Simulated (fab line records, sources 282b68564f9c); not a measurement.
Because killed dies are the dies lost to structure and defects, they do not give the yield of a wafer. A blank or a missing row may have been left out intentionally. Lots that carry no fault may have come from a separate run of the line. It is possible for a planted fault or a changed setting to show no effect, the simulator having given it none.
fab line records ; flow ritCmos
[record] lots = 14; wafers = 42; lastDay = 7
route steps=202 shown NLDD@113 SILICIDE@165 M1@190
lots that met no fault: taken from a fault-free run of the same line
startH: hours from the record's opening day to when the first of the lot's shown wafers began ; waitH: hours from the lot's prior step to this one ; " identical to the entry in the row above ; L1.1+2: a single row standing in for several wafers ; - value missing, or start not given ; * or withheld: withheld ; < > ~ a bound
route shown NAME@n: NAME is a module with steps in the file, n the number in the route of the first one ; usual: mean/standard deviation of fault-free wafers ; same: alike in all rows ; chamber/n: place in a boat ; sites: each site's reading ; _std_site: the standard deviation of these ; _edge_site: mean of outer sites minus mean of inner sites ; radiusMm: how far each site lies from the wafer's centre ; mask NAME#n: copy n ; behind: the tool/chamber that last shaped the wafer ; hold: why the lot was held/for how many hours/how that ended ; device: which transistor (n, p or np) failed to switch ; end of line: the tests these same wafers got at the end of their route ; a step with no rows: only its recipe ; killed: dies lost to structure and defects at the first sort, not the wafer's yield ; map: a wafer's dies, marking killed ones x, the rest . and places with no die _
set.NAME: the setting that was run; set.NAME@STEP: the one run at that earlier step ; model.NAME: the simulator's own value behind a step, which no gauge read
a sample of lots followed through the steps of the route, with each step as a table and each wafer as a row
services: when a tool's chamber went out of use (startH, in hours from the record's first day, below 0 if earlier), for how many hours, and the reason
[[steps]]
[step RIT_NLDD_TW_MEAS_10]
[usual] NLDD_TW = 2485/13
lot.wafer;tool;chamber;startH;waitH;NLDD_TW
L763.2;filmMetro-01;-;42.14;0.1;2485
L763.3;filmMetro-01;-;42.14;0.1;2491
L763.4;filmMetro-01;-;42.14;0.1;2491
L764.1;filmMetro-03;-;47.50;0.1;2457
L764.2;filmMetro-03;-;47.50;0.1;2462
L764.5;filmMetro-03;-;47.50;0.1;2452
L765.3;filmMetro-01;-;54.38;0.1;2497
L765.4;filmMetro-01;-;54.38;0.1;2495
L765.6;filmMetro-01;-;54.38;0.1;2507
L769.2;filmMetro-01;-;73.24;0.1;2488
L769.3;filmMetro-01;-;73.24;0.1;2482
L769.6;filmMetro-01;-;73.24;0.1;2487
L771.1;filmMetro-02;-;83.66;0.1;2483
L771.5;filmMetro-02;-;83.66;0.1;2473
L771.6;filmMetro-02;-;83.66;0.1;2464
L772.2;filmMetro-01;-;86.12;0.1;2472
L772.4;filmMetro-01;-;86.12;0.1;2482
L772.6;filmMetro-01;-;86.12;0.1;2490
L774.2;filmMetro-03;-;97.52;0.1;2467
L774.3;filmMetro-03;-;97.52;0.1;2485
L774.4;filmMetro-03;-;97.52;0.1;2473
L775.1;filmMetro-01;-;103.42;0.1;2504
L775.4;filmMetro-01;-;103.42;0.1;2494
L775.6;filmMetro-01;-;103.42;0.1;2493
L776.1;filmMetro-03;-;112.04;0.1;2489
L776.4;filmMetro-03;-;112.04;0.1;2483
L776.6;filmMetro-03;-;112.04;0.1;2468
L777.1;filmMetro-01;-;116.66;0.1;2499
L777.4;filmMetro-01;-;116.66;0.1;2517
L777.5;filmMetro-01;-;116.66;0.1;2493
L780.1;filmMetro-03;-;131.03;0.1;2474
L780.3;filmMetro-03;-;131.03;0.1;2480
L780.5;filmMetro-03;-;131.03;0.1;2493
L781.3;filmMetro-03;-;133.78;0.1;2484
L781.4;filmMetro-03;-;133.78;0.1;2477
L781.6;filmMetro-03;-;133.78;0.1;2485
L782.1;filmMetro-03;-;137.47;0.1;2475
L782.2;filmMetro-03;-;137.47;0.1;2484
L782.6;filmMetro-03;-;137.47;0.1;2481
L786.1;filmMetro-03;-;159.98;0.1;2488
L786.3;filmMetro-03;-;159.98;0.1;2485
L786.4;filmMetro-03;-;159.98;0.1;2459
[step RIT_SILICIDE_RTA_04]
[recipe] tempC = 650; timeS = 10; idleTempC = 25; rampUpS = 5; rampDownS = 5; coolToC = 25; ambient = N2
[usual] wafer_temp_C_max = 652.6/0.56
lot.wafer;tool;chamber;startH;waitH;wafer_temp_C_max
L763.2;rtpAnneal-01;0;50.53;0.1;652.6
L763.3;rtpAnneal-01;0;50.53;0.1;653.7
L763.4;rtpAnneal-01;0;50.53;0.1;653.3
L764.1;rtpAnneal-02;0;55.82;0.1;652.9
L764.2;rtpAnneal-02;0;55.82;0.1;652.5
L764.5;rtpAnneal-02;0;55.82;0.1;652.2
L765.3;rtpAnneal-01;0;63.40;0.1;651.7
L765.4;rtpAnneal-01;0;63.40;0.1;651.9
L765.6;rtpAnneal-01;0;63.40;0.1;652.0
L769.2;rtpAnneal-01;0;81.58;0.1;652.9
L769.3;rtpAnneal-01;0;81.58;0.1;652.8
L769.6;rtpAnneal-01;0;81.58;0.1;652.8
L771.1;rtpAnneal-01;0;92.52;0.1;652.3
L771.5;rtpAnneal-01;0;92.52;0.1;653.6
L771.6;rtpAnneal-01;0;92.52;0.1;652.5
L772.2;rtpAnneal-02;0;94.60;0.1;652.6
L772.4;rtpAnneal-02;0;94.60;0.1;653.1
L772.6;rtpAnneal-02;0;94.60;0.1;651.7
L774.2;rtpAnneal-02;0;105.83;0.1;651.6
L774.3;rtpAnneal-02;0;105.83;0.1;652.2
L774.4;rtpAnneal-02;0;105.83;0.1;652.7
L775.1;rtpAnneal-01;0;111.93;0.1;652.4
L775.4;rtpAnneal-01;0;111.93;0.1;652.0
L775.6;rtpAnneal-01;0;111.93;0.1;652.1
L776.1;rtpAnneal-02;0;120.33;0.1;652.6
L776.4;rtpAnneal-02;0;120.33;0.1;654.4
L776.6;rtpAnneal-02;0;120.33;0.1;653.7
L777.1;rtpAnneal-01;0;126.00;0.1;653.1
L777.4;rtpAnneal-01;0;126.00;0.1;652.5
L777.5;rtpAnneal-01;0;126.00;0.1;652.8
L780.1;rtpAnneal-02;0;139.39;0.1;653.2
L780.3;rtpAnneal-02;0;139.39;0.1;653.4
L780.5;rtpAnneal-02;0;139.39;0.1;652.8
L781.3;rtpAnneal-01;0;143.39;0.1;653.4
L781.4;rtpAnneal-01;0;143.39;0.1;653.0
L781.6;rtpAnneal-01;0;143.39;0.1;653.1
L782.1;rtpAnneal-02;0;148.09;0.1;652.1
L782.2;rtpAnneal-02;0;148.09;0.1;652.7
L782.6;rtpAnneal-02;0;148.09;0.1;652.3
L786.1;rtpAnneal-02;0;168.46;0.1;652.9
L786.3;rtpAnneal-02;0;168.46;0.1;652.3
L786.4;rtpAnneal-02;0;168.46;0.1;652.2
[step RIT_M1_EXPOSE_06]
[recipe] maskId = M12; na = 0.6; sourceShape = conventional; sigmaOuter = 0.5; targetCdNm = 2600; doseMj = 250
lot.wafer;tool;chamber;startH;waitH;mask
L763.2+3+4;ilineStepper-01;0;53.89;0.1;M12#0
L764.1+2+5;ilineStepper-02;0;59.27;0.2;M12#0
L765.3+4+6;ilineStepper-02;0;66.90;0.1;M12#0
L769.2+3+6;ilineStepper-02;0;85.18;0.2;M12#0
L771.1+5+6;ilineStepper-01;0;95.99;0.1;M12#0
L772.2+4+6;ilineStepper-01;0;97.93;0.1;M12#0
L774.2+3+4;ilineStepper-02;0;109.58;0.3;M12#0
L775.1+4+6;ilineStepper-02;0;115.41;0.1;M12#0
L776.1+4+6;ilineStepper-01;0;123.80;0.2;M12#0
L777.1+4+5;ilineStepper-01;0;129.32;0.1;M12#0
L780.1+3+5;ilineStepper-01;0;143.15;0.2;M12#0
L781.3+4+6;ilineStepper-01;0;146.89;0.1;M12#0
L782.1+2+6;ilineStepper-01;0;151.43;0.1;M12#0
L786.1+3+4;ilineStepper-01;0;172.09;0.2;M12#0
[step RIT_M1_OVL_MEAS_10]
[usual] M1_OVL = -0.6/1.2
lot.wafer;tool;chamber;startH;waitH;M1_OVL[nm]
L763.2;overlay-02;-;54.42;0.1;-1.9
L763.3;overlay-02;-;54.42;0.1;-1.1
L763.4;overlay-02;-;54.42;0.1;-0.5
L764.1;overlay-02;-;59.94;0.1;-0.7
L764.2;overlay-02;-;59.94;0.1;-2.1
L764.5;overlay-02;-;59.94;0.1;-3.1
L765.3;overlay-01;-;67.42;0.1;-1.4
L765.4;overlay-01;-;67.42;0.1;-1.4
L765.6;overlay-01;-;67.42;0.1;-1.3
L769.2;overlay-01;-;85.72;0.1;771.9
L769.3;overlay-01;-;85.72;0.1;771.5
L769.6;overlay-01;-;85.72;0.1;770.8
L771.1;overlay-01;-;96.54;0.1;-1.4
L771.5;overlay-01;-;96.54;0.1;-0.1
L771.6;overlay-01;-;96.54;0.1;-0.5
L772.2;overlay-01;-;98.47;0.1;1.6
L772.4;overlay-01;-;98.47;0.1;0.0
L772.6;overlay-01;-;98.47;0.1;0.1
L774.2;overlay-01;-;110.11;0.1;772.4
L774.3;overlay-01;-;110.11;0.1;771.9
L774.4;overlay-01;-;110.11;0.1;772.8
L775.1;overlay-01;-;115.96;0.1;771.5
L775.4;overlay-01;-;115.96;0.1;770.6
L775.6;overlay-01;-;115.96;0.1;771.1
L776.1;overlay-02;-;124.35;0.1;-0.2
L776.4;overlay-02;-;124.35;0.1;0.6
L776.6;overlay-02;-;124.35;0.1;1.1
L777.1;overlay-02;-;129.87;0.1;-0.2
L777.4;overlay-02;-;129.87;0.1;-1.3
L777.5;overlay-02;-;129.87;0.1;-1.7
L780.1;overlay-01;-;143.70;0.1;0.6
L780.3;overlay-01;-;143.70;0.1;2.0
L780.5;overlay-01;-;143.70;0.1;2.8
L781.3;overlay-01;-;147.41;0.1;-0.4
L781.4;overlay-01;-;147.41;0.1;-1.3
L781.6;overlay-01;-;147.41;0.1;0.6
L782.1;overlay-01;-;151.98;0.1;-0.4
L782.2;overlay-01;-;151.98;0.1;-2.5
L782.6;overlay-01;-;151.98;0.1;-1.6
L786.1;overlay-01;-;172.64;0.1;1.0
L786.3;overlay-01;-;172.64;0.1;-0.8
L786.4;overlay-01;-;172.64;0.1;-1.0
[step RIT_M1_STRIP_14]
[recipe] chemistry = O2; timeS = 180; platenTempC = withheld; powerW = 500; pressureMtorr = 4000; o2FlowSccm = 4000
[usual] drypumpMotorCurrentA = 5.93/0.25; rfReflPowerW = 7.7/1.5
lot.wafer;tool;chamber;startH;waitH;drypumpMotorCurrentA;rfHoursCounterH;rfReflPowerW
L763.2;plasmaAsher-04;0;55.04;0.0;6.40;28;6.5
L763.3;plasmaAsher-04;1;55.04;0.0;5.86;-;6.4
L763.4;plasmaAsher-04;0;55.04;0.0;6.39;-;6.7
L764.1;plasmaAsher-03;0;60.73;0.0;5.60;40;5.9
L764.2;plasmaAsher-03;1;60.73;0.0;6.07;40;9.0
L764.5;plasmaAsher-03;1;60.73;0.0;6.01;-;9.0
L765.3;plasmaAsher-03;0;68.09;0.1;5.59;-;6.0
L765.4;plasmaAsher-03;1;68.09;0.1;6.04;-;9.0
L765.6;plasmaAsher-03;1;68.09;0.1;6.02;-;9.0
L769.2;plasmaAsher-04;0;86.34;0.0;6.37;31;6.6
L769.3;plasmaAsher-04;1;86.34;0.0;5.85;-;6.6
L769.6;plasmaAsher-04;1;86.34;0.0;5.84;-;6.5
L771.1;plasmaAsher-04;1;97.18;0.0;5.87;32;6.9
L771.5;plasmaAsher-04;1;97.18;0.0;5.85;-;6.7
L771.6;plasmaAsher-04;0;97.18;0.0;6.43;-;7.0
L772.2;plasmaAsher-03;1;99.08;0.0;6.04;44;9.1
L772.4;plasmaAsher-03;1;99.08;0.0;6.05;-;9.1
L772.6;plasmaAsher-03;0;99.08;0.0;5.58;-;5.8
L774.2;plasmaAsher-03;1;110.77;0.0;6.03;45;9.1
L774.3;plasmaAsher-03;1;110.77;0.0;6.06;-;9.0
L774.4;plasmaAsher-03;0;110.77;0.0;5.60;-;5.7
L775.1;plasmaAsher-03;0;116.73;0.0;5.59;46;5.5
L775.4;plasmaAsher-03;1;116.73;0.0;6.07;-;9.0
L775.6;plasmaAsher-03;0;116.73;0.0;5.58;-;5.6
L776.1;plasmaAsher-04;0;124.97;0.0;6.38;36;6.8
L776.4;plasmaAsher-04;0;124.97;0.0;6.41;-;6.8
L776.6;plasmaAsher-04;0;124.97;0.0;6.39;-;6.8
L777.1;plasmaAsher-04;0;130.49;0.0;6.40;36;6.7
L777.4;plasmaAsher-04;1;130.49;0.0;5.86;-;6.5
L777.5;plasmaAsher-04;1;130.49;0.0;5.85;-;6.6
L780.1;plasmaAsher-02;0;144.33;0.0;5.89;51;7.7
L780.3;plasmaAsher-02;1;144.33;0.0;5.82;-;9.6
L780.5;plasmaAsher-02;0;144.33;0.0;5.87;-;8.2
L781.3;plasmaAsher-02;1;148.08;0.1;5.83;-;10.2
L781.4;plasmaAsher-02;0;148.08;0.1;5.86;-;8.0
L781.6;plasmaAsher-02;0;148.08;0.1;5.81;-;7.6
L782.1;plasmaAsher-04;1;152.60;0.0;5.85;39;6.6
L782.2;plasmaAsher-04;0;152.60;0.0;6.40;39;6.9
L782.6;plasmaAsher-04;1;152.60;0.0;5.86;-;6.5
L786.1;plasmaAsher-02;0;173.31;0.0;5.84;54;7.7
L786.3;plasmaAsher-02;1;173.31;0.0;5.82;-;10.3
L786.4;plasmaAsher-02;0;173.31;0.0;5.82;-;7.7
[step RIT_M1_PROBE_99]
[usual] defectLimitedYield = 97.3/1.2; killedAtContacts = 0.1/0.31; killedAtFrontEnd = 7/3.3; killedDies = 7/3.3; killedOpen = 3.4/2.2; killedShort = 3.5/2
[same] grossDies = 264; killed_at_M0_to_M3 = 0; killed_at_M4_up = 0; killedAtBackSide = 0; killedAtOther = 0
lot.wafer;tool;chamber;startH;waitH;defectLimitedYield[%];killedAtContacts;killedAtFrontEnd;killedDies;killedOpen;killedShort
L763.2;prober-02;-;57.01;0.1;97.3;0;7;7;5;2
L763.3;prober-02;-;57.06;0.2;99.2;0;2;2;2;0
L763.4;prober-02;-;57.11;0.2;97.3;0;7;7;3;4
L764.1;prober-01;-;62.64;0.1;94.7;0;14;14;8;6
L764.2;prober-01;-;62.69;0.1;96.2;0;10;10;6;4
L764.5;prober-01;-;62.84;0.2;93.9;0;16;16;10;6
L765.3;prober-02;-;73.52;0.2;97.3;0;7;7;2;5
L765.4;prober-02;-;73.57;0.2;96.6;0;9;9;5;4
L765.6;prober-02;-;73.67;0.2;97.0;0;8;8;2;6
L769.2;prober-01;-;88.30;0.1;98.9;0;3;3;3;0
L769.3;prober-01;-;88.35;0.2;95.1;0;13;13;8;5
L769.6;prober-01;-;88.50;0.2;97.7;0;6;6;5;1
L771.1;prober-01;-;100.37;0.1;97.3;0;7;7;3;4
L771.5;prober-01;-;100.57;0.2;97.3;0;7;7;4;3
L771.6;prober-01;-;100.62;0.2;98.1;0;5;5;2;3
L772.2;prober-02;-;106.61;0.1;93.9;0;16;16;11;5
L772.4;prober-02;-;106.71;0.2;96.2;1;9;10;3;7
L772.6;prober-02;-;106.81;0.2;97.0;0;8;8;3;5
L774.2;prober-02;-;112.73;0.1;97.3;0;7;7;3;4
L774.3;prober-02;-;112.78;0.2;98.5;0;4;4;2;2
L774.4;prober-02;-;112.83;0.2;95.5;0;12;12;6;6
L775.1;prober-01;-;118.67;0.1;98.1;0;5;5;2;3
L775.4;prober-01;-;118.82;0.2;97.0;0;8;8;2;5
L775.6;prober-01;-;118.92;0.2;93.9;0;16;16;6;7
L776.1;prober-02;-;126.89;0.1;96.6;0;9;9;2;7
L776.4;prober-02;-;127.04;0.2;98.9;0;3;3;0;3
L776.6;prober-02;-;127.14;0.2;98.1;0;5;5;3;2
L777.1;prober-01;-;132.41;0.1;98.5;0;4;4;2;2
L777.4;prober-01;-;132.56;0.2;97.7;0;6;6;6;0
L777.5;prober-01;-;132.61;0.2;98.9;0;3;3;2;1
L780.1;prober-02;-;148.34;0.1;97.7;0;6;6;3;3
L780.3;prober-02;-;148.44;0.2;98.5;0;4;4;2;2
L780.5;prober-02;-;148.54;0.2;97.7;0;6;6;4;2
L781.3;prober-01;-;150.04;0.2;96.6;0;9;9;4;5
L781.4;prober-01;-;150.09;0.2;99.6;0;1;1;1;0
L781.6;prober-01;-;150.19;0.2;97.7;0;6;6;3;3
L782.1;prober-02;-;155.64;0.1;98.1;0;5;5;1;4
L782.2;prober-02;-;155.69;0.1;98.9;0;3;3;0;3
L782.6;prober-02;-;155.89;0.2;97.7;0;6;6;3;3
L786.1;prober-02;-;175.63;0.1;98.9;0;3;3;1;2
L786.3;prober-02;-;175.73;0.2;97.3;0;7;7;2;5
L786.4;prober-02;-;175.78;0.2;97.0;0;8;8;3;5
// killed by level:class
L763.2 SPACER:geometricParticle:open=3 GATE:geometricParticle:short=2 FOX2:geometricParticle:open=1 GATE:geometricParticle:open=1
L763.3 FOX2:geometricParticle:open=1 GATE:geometricParticle:open=1
L763.4 FOX2:geometricParticle:open=1 GATE:geometricParticle:short=1 REOX:geometricParticle:short=1 SPACER:geometricParticle:open=1 SPACER:geometricParticle:short=1 SILICIDE:geometricParticle:short=1 SILICIDE:geometricParticle:open=1
L764.1 REOX:geometricParticle:open=5 FOX2:geometricParticle:short=2 SPACER:geometricParticle:short=2 FOX2:geometricParticle:open=1 GATE:geometricParticle:short=1 REOX:geometricParticle:short=1 SPACER:geometricParticle:open=1 SILICIDE:geometricParticle:open=1
L764.2 GATE:geometricParticle:open=3 REOX:geometricParticle:open=2 SILICIDE:geometricParticle:short=2 FOX2:geometricParticle:open=1 FOX2:geometricParticle:short=1 GATE:geometricParticle:short=1
L764.5 FOX2:geometricParticle:open=3 GATE:geometricParticle:open=3 REOX:geometricParticle:open=3 GATE:geometricParticle:short=2 SPACER:geometricParticle:short=2 FOX1:geometricParticle:short=1 REOX:geometricParticle:short=1 SILICIDE:geometricParticle:open=1
L765.3 FOX1:geometricParticle:short=2 FOX2:geometricParticle:short=2 REOX:geometricParticle:open=1 SPACER:geometricParticle:open=1 SILICIDE:geometricParticle:short=1
L765.4 FOX2:geometricParticle:short=2 GATE:geometricParticle:open=2 SILICIDE:geometricParticle:open=2 FOX1:geometricParticle:short=1 REOX:geometricParticle:open=1 SILICIDE:geometricParticle:short=1
L765.6 GATE:geometricParticle:short=4 ACTIVE:geometricParticle:short=1 REOX:geometricParticle:open=1 SPACER:geometricParticle:short=1 SILICIDE:geometricParticle:open=1
L769.2 GATE:geometricParticle:open=2 FOX2:geometricParticle:open=1
L769.3 GATE:geometricParticle:open=4 REOX:geometricParticle:open=4 REOX:geometricParticle:short=2 GATE:geometricParticle:short=1 SPACER:geometricParticle:short=1 SILICIDE:geometricParticle:short=1
L769.6 GATE:geometricParticle:open=2 FOX1:geometricParticle:open=1 GATE:geometricParticle:short=1 REOX:geometricParticle:open=1 SPACER:geometricParticle:open=1
L771.1 GATE:geometricParticle:short=2 GATE:geometricParticle:open=2 FOX1:geometricParticle:short=1 FOX2:geometricParticle:short=1 SILICIDE:geometricParticle:open=1
L771.5 GATE:geometricParticle:open=2 FOX1:geometricParticle:short=1 FOX1:geometricParticle:open=1 FOX2:geometricParticle:open=1 SPACER:geometricParticle:short=1 SILICIDE:geometricParticle:short=1
L771.6 FOX2:geometricParticle:open=2 ACTIVE:geometricParticle:short=1 FOX1:geometricParticle:short=1 SILICIDE:geometricParticle:short=1
L772.2 REOX:geometricParticle:open=4 FOX1:geometricParticle:open=3 FOX1:geometricParticle:short=2 GATE:geometricParticle:short=2 GATE:geometricParticle:open=2 SPACER:geometricParticle:open=2 FOX2:geometricParticle:short=1
L772.4 GATE:geometricParticle:open=2 SILICIDE:geometricParticle:short=2 FOX1:geometricParticle:open=1 FOX1:geometricParticle:short=1 GATE:geometricParticle:short=1 REOX:geometricParticle:short=1 SPACER:geometricParticle:short=1 CONTACT:geometricParticle:short=1
L772.6 REOX:geometricParticle:short=3 GATE:geometricParticle:open=2 FOX2:geometricParticle:short=1 GATE:geometricParticle:short=1 REOX:geometricParticle:open=1
L774.2 SILICIDE:geometricParticle:short=2 GATE:geometricParticle:short=1 GATE:geometricParticle:open=1 REOX:geometricParticle:short=1 SPACER:geometricParticle:open=1 SILICIDE:geometricParticle:open=1
L774.3 SILICIDE:geometricParticle:short=2 GATE:geometricParticle:open=1 SPACER:geometricParticle:open=1
L774.4 FOX2:geometricParticle:open=2 REOX:geometricParticle:open=2 SILICIDE:geometricParticle:short=2 FOX1:geometricParticle:short=1 FOX2:geometricParticle:short=1 GATE:geometricParticle:short=1 SPACER:geometricParticle:short=1 SPACER:geometricParticle:open=1
L775.1 FOX2:geometricParticle:open=1 GATE:geometricParticle:short=1 REOX:geometricParticle:short=1 SILICIDE:geometricParticle:open=1 SILICIDE:geometricParticle:short=1
L775.4 REOX:geometricParticle:short=3 GATE:geometricParticle:open=1 GATE:geometricParticle:short=1 REOX:geometricParticle:open=1 SILICIDE:geometricParticle:short=1 NWELL:coatMicrobubblePrinted=1
L775.6 GATE:geometricParticle:short=5 FOX1:geometricParticle:open=2 NLDD:coatMicrobubblePrinted=2 FOX1:geometricParticle:short=1 GATE:geometricParticle:open=1 REOX:geometricParticle:short=1 REOX:geometricParticle:open=1 SPACER:geometricParticle:open=1
L776.1 GATE:geometricParticle:short=3 GATE:geometricParticle:open=2 FOX1:geometricParticle:short=1 FOX2:geometricParticle:short=1 REOX:geometricParticle:short=1 SILICIDE:geometricParticle:short=1
L776.4 GATE:geometricParticle:short=2 SILICIDE:geometricParticle:short=1
L776.6 FOX1:geometricParticle:open=2 FOX1:geometricParticle:short=1 GATE:geometricParticle:short=1 SPACER:geometricParticle:open=1
L777.1 GATE:geometricParticle:open=2 GATE:geometricParticle:short=1 REOX:geometricParticle:short=1
L777.4 FOX1:geometricParticle:open=3 SPACER:geometricParticle:open=2 GATE:geometricParticle:open=1
L777.5 GATE:geometricParticle:open=1 SPACER:geometricParticle:short=1 SPACER:geometricParticle:open=1
L780.1 GATE:geometricParticle:short=3 FOX1:geometricParticle:open=1 GATE:geometricParticle:open=1 REOX:geometricParticle:open=1
L780.3 FOX1:geometricParticle:short=1 FOX1:geometricParticle:open=1 GATE:geometricParticle:short=1 REOX:geometricParticle:open=1
L780.5 GATE:geometricParticle:short=2 SILICIDE:geometricParticle:open=2 GATE:geometricParticle:open=1 SPACER:geometricParticle:open=1
L781.3 GATE:geometricParticle:open=3 SPACER:geometricParticle:short=2 SILICIDE:geometricParticle:short=2 GATE:geometricParticle:short=1 REOX:geometricParticle:open=1
L781.4 GATE:geometricParticle:open=1
L781.6 GATE:geometricParticle:short=2 FOX1:geometricParticle:short=1 GATE:geometricParticle:open=1 SPACER:geometricParticle:open=1 SILICIDE:geometricParticle:open=1
L782.1 GATE:geometricParticle:short=2 FOX1:geometricParticle:short=1 GATE:geometricParticle:open=1 SILICIDE:geometricParticle:short=1
L782.2 GATE:geometricParticle:short=2 SILICIDE:geometricParticle:short=1
L782.6 REOX:geometricParticle:open=2 SILICIDE:geometricParticle:short=2 FOX2:geometricParticle:short=1 GATE:geometricParticle:open=1
L786.1 SILICIDE:geometricParticle:short=2 SILICIDE:geometricParticle:open=1
L786.3 GATE:geometricParticle:short=3 REOX:geometricParticle:short=2 FOX2:geometricParticle:open=1 REOX:geometricParticle:open=1
L786.4 SILICIDE:geometricParticle:short=2 FOX2:geometricParticle:open=1 GATE:geometricParticle:open=1 GATE:geometricParticle:short=1 REOX:geometricParticle:short=1 SPACER:geometricParticle:open=1 SPACER:geometricParticle:short=1
[[services]]
tool;chamber;startH;hours;kind
ilineStepper-02;-;30.29;1.7;pm
plasmaAsher-03;-;37.01;14.6;pm
rtpAnneal-01;-;38.01;0.9;pm
ilineStepper-02;0;43.28;-;calibration
plasmaAsher-02;-;51.44;2.8;pm
ilineStepper-01;0;90.43;-;calibration
ilineStepper-01;-;137.73;4.6;repair
ilineStepper-01;-;155.79;2.7;repair
[[key]]
[firstSign] step = RIT_M1_OVL_MEAS_10; reading = M1_OVL; direction = up; sigmas = 99+; usual = -0.6; struck = 771.6
effect none on later readings
metAt RIT_M1_EXPOSE_06
struckLots L769,L774,L775
notActingAt RIT_NLDD_TW_MEAS_10,RIT_SILICIDE_RTA_04,RIT_M1_STRIP_14
onsetBetween 66.90 85.18
[fault] kind = scannerMatchingOverlay; tool = ilineStepper-02; chamber = -; onsetH = 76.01; steps = RIT_M1_EXPOSE_06; offset = 772.02
